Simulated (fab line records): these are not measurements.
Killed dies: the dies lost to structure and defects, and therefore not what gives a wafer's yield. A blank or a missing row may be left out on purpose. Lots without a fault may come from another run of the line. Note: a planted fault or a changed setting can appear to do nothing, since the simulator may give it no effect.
Which tool is to blame? ; flow berkeley cmos170 ; 42 wafers from 14 lots sampled at 2 of the route's 331 steps

## WHAT EACH GAUGE READ, for each wafer
UCB170_PVT_OVL_MEAS_06.
lot;measured;on;PVT_OVL (nm)
L772;day 5 09:49;overlay-02;-5 -5 -5
L775;day 6 09:05;overlay-02;-3 5 -10
L776;day 6 09:35;overlay-01;0 4 6
L774;day 6 09:41;overlay-02;7 12 14
L782;day 7 11:54;overlay-02;- - -
L781;day 7 12:11;overlay-02;- - -
L787;day 8 14:41;overlay-01;9 9 11
L788;day 8 18:08;overlay-02;11 20 13
L789;day 9 00:11;overlay-01;3 6 1
L790;day 9 00:28;overlay-02;5 2 -2
L792;day 9 17:38;overlay-01;11 6 14
L793;day 9 18:34;overlay-01;16 17 16
L794;day 10 01:31;overlay-02;9 5 6
L795;day 10 01:46;overlay-02;2 -4 0

## WHAT TOOL EACH LOT RAN ON (gives the tool, then ch and the chambers of the sampled wafers, and finally the start)
lot;UCB170_PVT_COAT_01
L772;litho track-04 ch 0, day 5 08:58
L775;litho track-03 ch 0, day 6 08:04
L776;litho track-04 ch 0, day 6 08:17
L774;litho track-02 ch 0, day 6 08:25
L782;litho track-04, day 7 10:54
L781;litho track-02, day 7 11:08
L787;litho track-02 ch 0, day 8 13:04
L788;litho track-04 ch 0, day 8 17:19
L789;litho track-04 ch 0, day 8 23:25
L790;litho track-03 ch 0, day 8 23:37
L792;litho track-02 ch 0, day 9 16:10
L793;litho track-03 ch 0, day 9 16:50
L794;litho track-04 ch 0, day 10 00:43
L795;litho track-02 ch 0, day 10 00:55
- UCB170_PVT_COAT_01: resist thk 900 nm.

## WHAT THE TOOLS THEMSELVES READ (means of the sampled wafers that have a number; where no wafer has one, the mark that the record gives instead)
UCB170_PVT_COAT_01.
lot;tool;chill plate temp C (C);dispense pressure kPa (kPa)
L772;litho track-04;22.94;42
L775;litho track-03;23.09;49
L776;litho track-04;22.92;42
L774;litho track-02;23.22;52
L782;litho track-04;-;-
L781;litho track-02;-;-
L787;litho track-02;22.94;52
L788;litho track-04;22.94;42
L789;litho track-04;23.00;42
L790;litho track-03;22.88;49
L792;litho track-02;22.93;52
L793;litho track-03;22.99;49
L794;litho track-04;22.90;42
L795;litho track-02;22.93;52

## THE ANSWER, worked out from the rows above alone
Rule: the usual values come from the lots themselves. The widest of any qualifying gaps counts: lots, ordered by their means at a reading, are off when they make up no more than a third of the lots, leave a main group of 4 or more, and stand apart from it by 3 or more times the standard deviation of that group's means. Not used: any main group whose means are identical at the precision the tables above print for the reading. Also off: a lot with no number at a reading for which 4 or more lots have one. Where the step has rows for the other lots, those lots are counted as sound. The gauges are gone through in route order, then the tools' own readings, and for those a lot's mean is taken as printed above. At the first step where some lot is off, the reading lying furthest off is the one used; lots without a number count as furthest.
Off: at UCB170_PVT_OVL_MEAS_06 (PVT_OVL), L782, L781. Without a number there: L782, L781. The main group: mean 6 nm, standard deviation 6.5.
If a tool, at a process step before that reading, ran all the lots that are off and no sound lot after the first of them, it fits. Not tried: the gauges at UCB170_PVT_OVL_MEAS_06; whatever is off there is also off at UCB170_PVT_COAT_01, on other tools, and gauge error can't account for it. Of those tried, none fits.

## WHAT THE SIMULATOR HAD INSERTED
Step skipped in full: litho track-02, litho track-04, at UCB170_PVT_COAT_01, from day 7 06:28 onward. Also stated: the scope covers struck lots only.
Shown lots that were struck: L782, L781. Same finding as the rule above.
